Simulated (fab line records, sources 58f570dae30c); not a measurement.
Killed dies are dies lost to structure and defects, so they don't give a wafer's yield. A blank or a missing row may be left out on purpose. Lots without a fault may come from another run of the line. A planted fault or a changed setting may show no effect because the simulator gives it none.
fab line records | flow berkeley_cmos170
record lots=6 wafers=18 last_day=11
route steps=331 shown ACTIVE@68 PFIELD@79
lots that met no fault: from a run of the same line without faults
start_h: hours from the record's first day to the start of the lot's first wafer shown | wait_h: hours since the lot's step before | " the same as in the row above | L1.1+2: a row that stands for several wafers | - no value, or no start given | * or withheld: withheld | < > ~ a bound
route shown NAME@n: a module of which the file shows steps, and the number in the route of the first | usual: mean/standard deviation of fault-free wafers | same: alike in all rows | chamber/n: place in a boat | sites: the reading at each site | _std_site: their standard deviation | _edge_site: outer sites' mean less inner sites' | radius_mm: how far each site lies from the wafer's centre | mask NAME#n: copy n | behind: the tool/chamber that last shaped the wafer | hold: why the lot was held/for how many hours/how that ended | device: the transistor (n, p or np) that didn't switch | end of line: the same wafers' tests at the end of the route | a step without rows: its recipe alone | killed: dies lost to structure and defects at the first sort, not the wafer's yield | map: a wafer's dies, x killed, . not, _ none there
set.NAME: the setting as run; set.NAME@STEP: as run at that earlier step | model.NAME: the simulator's own value behind a step, which no gauge read
lots at some steps of the route; a table a step, a row a wafer
services: from which hour (start_h, from the record's first day; less than 0 if before it) a tool's chamber was out of use, for how many hours, and why
## steps
# step UCB170_ACTIVE_COAT_08
# recipe resist=KrF spin_rpm=1500 resist_thk_nm=900
# step UCB170_ACTIVE_SOFTBAKE_09
# recipe resist=KrF temp_c=130 time_s=60
# step UCB170_ACTIVE_EXPOSE_10
# recipe mask_id=ACTIVE target_cd_nm=1200 na=0.5 sigma_outer=0.6 source_shape=conventional dose_mj=20
# step UCB170_ACTIVE_PEB_11
# recipe peb_temp_c=130 peb_time_s=withheld resist=KrF
# step UCB170_ACTIVE_DEVELOP_12
# recipe developer=TMAH develop_time_s=45 resist=KrF dev_temp_c=21
# step UCB170_ACTIVE_CD_MEAS_13
# recipe target_cd_nm=1200
# usual cd_nm=1200.0/2
# columns lot.wafer tool chamber start_h wait_h cd_nm
L669.1 cd_sem-02 - 157.06 - 1204.7
L669.2 " - " " 1202.7
L669.3 " - " " 1205.2
L670.3 cd_sem-02 - 168.78 - 1202.7
L670.4 " - " " 1202.7
L670.6 " - " " 1202.0
L673.1 cd_sem-01 - 168.83 - 1200.0
L673.5 " - " " 1199.0
L673.6 " - " " 1197.8
L672.2 cd_sem-02 - 168.99 - 1200.0
L672.4 " - " " 1198.6
L672.6 " - " " 1198.6
L677.1 cd_sem-02 - 184.85 - 1198.4
L677.4 " - " " 1199.1
L677.5 " - " " 1199.1
L678.3 cd_sem-02 - 190.11 - 1198.5
L678.5 " - " " 1197.6
L678.6 " - " " 1198.6
# step UCB170_ACTIVE_OVL_MEAS_14
# usual ACTIVE_OVL=-5/6.6
# columns lot.wafer tool chamber start_h wait_h ACTIVE_OVL[nm]
L669.1 overlay-01 - 157.18 0.1 -8
L669.2 " - " " -7
L669.3 " - " " -3
L670.3 overlay-01 - 168.87 0.1 -17
L670.4 " - " " -18
L670.6 " - " " -22
L673.1 overlay-02 - 168.95 0.1 -8
L673.5 " - " " -8
L673.6 " - " " -10
L672.2 overlay-01 - 169.09 0.1 -5
L672.4 " - " " -3
L672.6 " - " " -8
L677.1 overlay-02 - 184.97 0.1 -15
L677.4 " - " " -14
L677.5 " - " " -11
L678.3 overlay-02 - 190.20 0.1 -4
L678.5 " - " " -5
L678.6 " - " " 2
# step UCB170_ACTIVE_ETCH_15
# recipe chemistry=CH3F/Ar/O2 target=Si3N4 stop_on=SiO2 CH3F_flow_sccm=20 Ar_flow_sccm=50 O2_flow_sccm=7 pressure_mtorr=50 rf_w=450 target_depth_a=2420 over_etch_frac=0.1 time_s=151
# usual chamber_pressure_mTorr=50.01/0.049 drypump_motor_current_A=5.8/0.42 oes_product_au=0.934/0.014 throttle_valve_pct=8.13/0.12
# columns lot.wafer tool chamber start_h wait_h chamber_pressure_mTorr drypump_motor_current_A oes_product_au rf_hours_counter_h throttle_valve_pct
L669.1 rie_diel-01 2 157.22 0.0 50.08 5.7 0.956 140 8.06
L669.2 " 3 " " 50.00 5.6 0.935 13 8.00
L669.3 " 1 " " 49.99 5.0 0.940 134 8.23
L670.3 rie_diel-02 0 168.89 0.0 50.07 6.0 0.922 110 8.03
L670.4 " 2 " " 49.96 6.4 0.915 - 8.28
L670.6 " 0 " " 50.01 6.0 0.917 - 8.05
L673.1 rie_diel-01 1 168.99 0.0 49.98 5.0 0.926 134 8.26
L673.5 " 0 " " 50.00 6.3 0.934 - 8.06
L673.6 " 1 " " 49.99 5.0 0.914 - 8.24
L672.2 rie_diel-02 0 169.12 0.0 50.02 6.0 0.925 110 8.05
L672.4 " 2 " " 50.02 6.4 0.916 - 8.27
L672.6 " 0 " " 49.92 6.0 0.912 - 8.04
L677.1 rie_diel-03 1 185.00 0.0 50.02 5.4 0.960 15 8.01
L677.4 " 3 " " 49.98 5.6 0.950 - 8.16
L677.5 " 2 " " 49.94 5.8 0.923 - 8.20
L678.3 rie_diel-02 0 190.23 0.0 49.96 6.0 0.917 111 8.05
L678.5 " 2 " " 50.02 6.4 0.913 - 8.28
L678.6 " 1 " " 50.01 5.8 0.931 - 8.18
# step UCB170_ACTIVE_STRIP_16
# recipe chemistry=O2 power_w=400 pressure_mtorr=3500 platen_temp_c=withheld o2_flow_sccm=400 overash_fraction=0.5
# usual chamber_pressure_mTorr=3500/3.6 drypump_motor_current_A=5.8/0.38 oes_product_au=0.722/0.0044 strip_time_to_endpoint_s=18.10/0.094
# columns lot.wafer tool chamber start_h wait_h chamber_pressure_mTorr drypump_motor_current_A oes_product_au rf_hours_counter_h strip_time_to_endpoint_s
L669.1 plasma_asher-04 1 157.32 0.1 3505 6.6 0.724 44 18.17
L669.2 " 0 " " 3494 5.9 0.714 44 18.04
L669.3 " 0 " " 3503 5.9 0.720 - 18.25
L670.3 plasma_asher-01 1 169.03 0.1 3501 5.5 0.722 - 18.09
L670.4 " 0 " " 3499 5.4 0.728 - 18.19
L670.6 " 1 " " 3509 5.5 0.712 - 18.11
L673.1 plasma_asher-04 1 169.09 0.1 3499 6.6 0.717 46 18.12
L673.5 " 0 " " 3494 5.9 0.721 - 18.07
L673.6 " 1 " " 3494 6.6 0.721 - 18.12
L672.2 plasma_asher-01 1 169.22 0.1 3499 5.5 0.720 6 18.21
L672.4 " 1 " " 3498 5.5 0.721 - 18.34
L672.6 " 1 " " 3507 5.5 0.721 - 18.22
L677.1 plasma_asher-02 1 185.10 0.1 3502 5.5 0.718 47 18.15
L677.4 " 0 " " 3497 5.9 0.715 - 18.17
L677.5 " 1 " " 3505 5.5 0.717 - 18.11
L678.3 plasma_asher-02 0 190.36 0.1 3504 5.9 0.720 - 17.96
L678.5 " 0 " " 3500 5.9 0.717 - 18.13
L678.6 " 1 " " 3501 5.6 0.717 - 17.92
# step UCB170_ACTIVE_CD_MEAS_90
# recipe target_cd_nm=1200
# usual cd_nm=1200.1/2
# columns lot.wafer tool chamber start_h wait_h cd_nm
L669.1 cd_sem-02 - 157.42 0.1 1205.0
L669.2 " - " " 1202.8
L669.3 " - " " 1205.3
L670.3 cd_sem-01 - 169.13 0.1 1202.6
L670.4 " - " " 1202.7
L670.6 " - " " 1202.3
L673.1 cd_sem-01 - 169.21 0.1 1199.9
L673.5 " - " " 1198.6
L673.6 " - " " 1197.9
L672.2 cd_sem-02 - 169.35 0.1 1200.3
L672.4 " - " " 1199.0
L672.6 " - " " 1199.2
L677.1 cd_sem-01 - 185.20 0.1 1198.1
L677.4 " - " " 1199.9
L677.5 " - " " 1199.5
L678.3 cd_sem-02 - 190.47 0.1 1198.3
L678.5 " - " " 1197.6
L678.6 " - " " 1198.9
# step UCB170_ACTIVE_CLEAN_17
# recipe chemistry=SPM temp_c=120 time_s=600
# step UCB170_PFIELD_HMDS_00
# recipe prime_time_s=60 prime_temp_c=100
# step UCB170_PFIELD_COAT_01
# recipe resist=KrF spin_rpm=1500 resist_thk_nm=900
# usual chill_plate_temp_C=22.99/0.11 dispense_pressure_kPa=47/5.5
# columns lot.wafer tool chamber start_h wait_h chill_plate_temp_C dispense_pressure_kPa
L669.1 litho_track-02 0 158.03 0.1 23.04 43
L669.2 " 0 " " 22.97 43
L669.3 " 0 " " 22.97 43
L670.3 litho_track-04 0 169.91 0.1 22.91 56
L670.4 " 0 " " 22.97 56
L670.6 " 0 " " 22.97 56
L672.2 litho_track-01 - 170.05 0.1 - -
L672.4 " - " " - -
L672.6 " - " " - -
L673.1 litho_track-02 - 170.28 0.1 - -
L673.5 " - " " - -
L673.6 " - " " - -
L677.1 litho_track-01 0 187.19 0.1 22.98 46
L677.4 " 0 " " 22.91 46
L677.5 " 0 " " 23.05 46
L678.3 litho_track-02 0 190.99 0.1 22.90 43
L678.5 " 0 " " 22.92 43
L678.6 " 0 " " 22.88 43
# step UCB170_PFIELD_SOFTBAKE_02
# recipe resist=KrF temp_c=130 time_s=60
# step UCB170_PFIELD_EXPOSE_03
# recipe mask_id=PFIELD na=0.5 sigma_outer=0.6 source_shape=conventional target_cd_nm=1500 dose_mj=30
# step UCB170_PFIELD_PEB_04
# recipe peb_temp_c=130 peb_time_s=withheld resist=KrF
# step UCB170_PFIELD_DEVELOP_05
# recipe developer=TMAH develop_time_s=45 resist=KrF dev_temp_c=21
# step UCB170_PFIELD_OVL_MEAS_06
# usual PFIELD_OVL=-1/4.7
# columns lot.wafer tool chamber start_h wait_h PFIELD_OVL[nm]
L669.1 overlay-02 - 159.49 - -2
L669.2 " - " " -6
L669.3 " - " " -4
L670.3 overlay-02 - 170.89 - 5
L670.4 " - " " 11
L670.6 " - " " 1
L672.2 overlay-02 - 171.16 - -
L672.4 " - " " -
L672.6 " - " " -
L673.1 overlay-01 - 171.43 - -
L673.5 " - " " -
L673.6 " - " " -
L677.1 overlay-02 - 188.11 - -3
L677.4 " - " " -6
L677.5 " - " " -3
L678.3 overlay-01 - 191.81 - -6
L678.5 " - " " -2
L678.6 " - " " -2
# step UCB170_PFIELD_IMPLANT_07
# recipe species=B dose_cm2=2e+13 energy_kev=80 tilt_deg=7
## services
# columns tool chamber start_h hours kind
rie_diel-01 0 156.01 6.6 repair
rie_diel-01 3 162.95 6.2 repair
rie_diel-03 0 164.36 - clean
rie_diel-03 0 164.36 23.3 scheduled_down
rie_diel-03 0 164.36 23.3 vent_cycle
rie_diel-02 1 168.39 8.0 repair
## key
first_sign step=UCB170_PFIELD_COAT_01 reading=tool_record direction=missing
effect step=UCB170_PFIELD_OVL_MEAS_06 reading=PFIELD_OVL direction=missing
met_at UCB170_PFIELD_COAT_01
struck_wafers L672.2,L672.4,L672.6,L673.1,L673.5,L673.6
sort_left_out L672.2,L672.4,L672.6,L673.1,L673.5,L673.6
tester_left_out L672,L673
onset_between 158.03 170.05
fault kind=skipped_step_whole tool=litho_track-01,litho_track-02 chamber=- onset_h=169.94 steps=UCB170_PFIELD_COAT_01 scope=struck_lots_only
# tester_left_out: of these lots the tester's yield and bins aren't shown, on N5 and GAA mostly nor the transistor test; their killed dies are dies lost to structure and defects alone, not to doping, threshold or leakage, so they don't give the yield
# sort_left_out: the simulated sort isn't trusted on such a fault, so these wafers' sort isn't shown, and their yield isn't known
